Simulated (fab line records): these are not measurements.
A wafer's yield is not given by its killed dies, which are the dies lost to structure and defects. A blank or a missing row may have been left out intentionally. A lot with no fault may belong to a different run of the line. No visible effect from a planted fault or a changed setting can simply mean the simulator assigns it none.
A lot that was struck, set against a sound lot | flow berkeley-cmos170 | 15 out of 331 route steps
Sound: these wafers, L889.3, L889.5, L889.6. Wafers L898.1, L898.4, L898.5 were the ones struck. The cause comes at the end.
Each step with rows lists, per side, the tool, then ch with its chambers, then its first start. Under that, the readings that differ: sound wafers | struck wafers | difference of the means | sigmas: that difference in standard deviations of wafers without a fault.
alike: readings with means less than 2 such deviations apart, plus words and numbers identical on both sides. not compared: withheld readings, readings lacking a value on some wafer, bounds such as >300 that could conceal the same value, and numbers that have no deviation in the record and whose values overlap.
A row with sigmas, a row that says differs or no value, or rows on one side alone: a step with any of these is where the two part. When numbers do not overlap yet have no deviation, they are printed without sigmas and do not part them. Lack of a reading on every wafer of one side parts them only where that side has two or more wafers.

first, 3 steps without rows for these wafers: UCB170_PWELL_CLEAN_00 (cleans in SPM, time 600 s); UCB170_PWELL_CLEAN_01 (cleans in dHF, time 60 s); UCB170_PWELL_OXIDATION_02 (target thk 26.4 nm, ox time 1260 s).
UCB170_PWELL_THK_MEAS_03:
  struck on film-metro-01, day 4 22:02; sound on film-metro-02, day 2 23:21
  alike: PWELL_OXIDE_THK
then, 2 steps without rows for these wafers: UCB170_PWELL_ANNEAL_04 (time 900 s); UCB170_PWELL_CVD_05 (deposits Si3N4 from SiH2Cl2/NH3, target thk 220 nm, time 3300 s).
UCB170_PWELL_THK_MEAS_06:
  struck on film-metro-04, day 5 03:11; sound on film-metro-02, day 3 05:31
  alike: PWELL_NITRIDE_THK
then, 5 steps without rows for these wafers: UCB170_PWELL_HMDS_07 (prime time 60 s); UCB170_PWELL_COAT_08 (resist thk 900 nm); UCB170_PWELL_SOFTBAKE_09 (time 60 s); UCB170_PWELL_EXPOSE_10 (exposes mask PWELL, target cd 3000 nm); UCB170_PWELL_PEB_11.
UCB170_PWELL_DEVELOP_12: develop time 45 s.
  sound on litho-track-02 ch 0, day 3 07:00; struck on litho-track-02 ch 0, day 5 04:00
  reading              | sound             | struck            | difference | sigmas
  developer-temp-C (C) | 20.96 21.03 21.03 | 23.12 23.14 23.03 | +2.09      | +17
UCB170_PWELL_OVL_MEAS_13:
  struck on overlay-02, day 5 04:23; sound on overlay-01, day 3 07:17
  alike: PWELL_OVL
after that, 1 step had no rows for these wafers: UCB170_M3_PROBE_99.

== WHERE THEY PART ==
Within this record, at UCB170_PWELL_DEVELOP_12 only. Later steps at which nothing parts them and some readings are alike: UCB170_PWELL_OVL_MEAS_13.

WHY: what had been put in by the simulator
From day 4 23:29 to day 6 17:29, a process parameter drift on litho-track-02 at UCB170_PWELL_DEVELOP_12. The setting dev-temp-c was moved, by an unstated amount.
